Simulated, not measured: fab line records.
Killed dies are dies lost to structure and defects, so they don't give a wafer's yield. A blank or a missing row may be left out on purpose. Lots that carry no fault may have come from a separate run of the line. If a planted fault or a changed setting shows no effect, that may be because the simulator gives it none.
Which of the tools did it? ; flow berkeley-cmos170 ; 21 wafers from 7 lots sampled at 2 of the route's 331 steps

== WHAT THE GAUGES SHOWED, per wafer ==
UCB170_V1_THK_MEAS_01.
lot;measured;on;V1_TEOS_THK (nm)
L872;day 7 12:05;film-metro-04;1983 1994 2023
L873;day 7 19:10;film-metro-01;1990 2004 2033
L877;day 8 13:16;film-metro-03;1794 1793 1829 1793 1794 1827
L887;day 10 22:17;film-metro-01;1958 1992 2015
L888;day 11 06:49;film-metro-01;1996 1956 1991
L891;day 11 06:58;film-metro-04;1986 2009 2034
L893;day 11 19:53;film-metro-01;2001 1965 2036

== WHICH TOOL RAN EACH LOT (tool, then ch and the chambers of the sampled wafers, then the start) ==
lot;UCB170_V1_CVD_00
L872;pecvd-01 ch 0,1, day 7 11:56
L873;pecvd-01 ch 0,1, day 7 19:01
L877;pecvd-01 ch 0,1, day 8 13:05
L887;pecvd-03 ch 0,1,2, day 10 22:08
L888;pecvd-04 ch 0,1,2, day 11 06:43
L891;pecvd-04 ch 0,1,2, day 11 06:47
L893;pecvd-04 ch 0,2, day 11 19:43
- UCB170_V1_CVD_00: deposits SiO2 from TEOS/O2, target thk 2000 nm, time 250 s.

== THE ANSWER, worked out from the rows above alone ==
Rule: the lots themselves supply what counts as usual. Put in order of their means at a reading, lots are off if they are a third of the lots or fewer, leave a main group of 4 or more, and stand apart from it by a gap of 3 or more times the standard deviation of the main group's means; of several such gaps the widest counts. A main group is skipped when, at the precision printed for the reading in the tables above, its means are all equal. Also off: a lot with no number at a reading for which 4 or more lots have one. The other lots that the step has rows for count as sound.
Off: at UCB170_V1_THK_MEAS_01 (V1_TEOS_THK), L877. The main group: mean 1998 nm, standard deviation 10.
A tool fits if, at a process step before that reading, it ran every lot that is off, and no sound lot after the first of them. Gauges at UCB170_V1_THK_MEAS_01: tried the same way as those tools. 2 tools fit, pecvd-01 at UCB170_V1_CVD_00 and film-metro-03 at UCB170_V1_THK_MEAS_01, so this cannot tell which one it is.

== WHAT THE SIMULATOR HAD INSERTED ==
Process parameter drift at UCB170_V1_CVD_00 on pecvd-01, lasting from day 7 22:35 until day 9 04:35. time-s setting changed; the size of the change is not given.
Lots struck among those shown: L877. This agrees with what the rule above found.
